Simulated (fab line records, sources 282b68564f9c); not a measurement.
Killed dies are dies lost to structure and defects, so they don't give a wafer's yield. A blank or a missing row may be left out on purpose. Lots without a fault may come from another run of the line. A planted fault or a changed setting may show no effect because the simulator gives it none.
One fault seen from 2 desks | flow rit_cmos | each desk has only its own numbers; what lay behind them comes last

THE METROLOGY DESK
What the gauges read, lot by lot, whatever tool the lot ran on: means of the sampled wafers that have a number. A lot is out of limits, marked OUT, if its mean lies more than 4 standard deviations from the usual mean; the brackets give that distance.
Columns: A = ACTIVE_OXIDE_THK at RIT_ACTIVE_THK_MEAS_02, usual 46.3 nm; B = ACTIVE_NITRIDE_THK at RIT_ACTIVE_THK_MEAS_04, usual 150.0 nm; C = cd_nm at RIT_ACTIVE_CD_MEAS_11, usual 1400.1 nm
lot  | first seen here | A    | B     | C
L332 | day 1 17:04     | 46.2 | 150.4 | 1399.6
L341 | day 3 14:03     | 46.6 | 149.6 | 1399.8
L343 | day 4 00:03     | 46.0 | 149.1 | 1398.4
L350 | day 5 12:07     | 46.9 | 149.4 | 1399.3
L353 | day 6 03:11     | 45.8 | 148.5 | 1400.1
This desk's finding: nothing out of limits on any of the 5 lots.

THE TOOL OWNER'S DESK: rie_diel-03
The tool's own readings at RIT_ACTIVE_ETCH_13 (etches Si3N4 in SF6, stops on SiO2, time 210 s, target depth 210 nm): means of the sampled wafers that have a number, for each lot that ran on this tool. A lot is out of limits, marked OUT, if its mean lies more than 4 standard deviations from the usual mean; the brackets give that distance.
Columns: A = drypump_motor_current_A at RIT_ACTIVE_ETCH_13, usual 5.8 A; B = oes_product_au at RIT_ACTIVE_ETCH_13, usual 0.824 a.u.; C = rf_fwd_power_W at RIT_ACTIVE_ETCH_13, usual 124.5 W; D = throttle_valve_pct at RIT_ACTIVE_ETCH_13, usual 7.47 %
lot  | first seen here | A   | B     | C     | D
L332 | day 1 19:50     | 5.5 | 0.826 | 124.4 | 7.55
L343 | day 4 02:50     | 6.0 | 0.823 | 124.3 | 7.51
This desk's finding: nothing out of limits on any of the 2 lots.

PUT TOGETHER
The metrology desk saw nothing out of limits.
The tool owner's desk saw nothing out of limits.

WHAT THE SIMULATOR HAD PUT IN
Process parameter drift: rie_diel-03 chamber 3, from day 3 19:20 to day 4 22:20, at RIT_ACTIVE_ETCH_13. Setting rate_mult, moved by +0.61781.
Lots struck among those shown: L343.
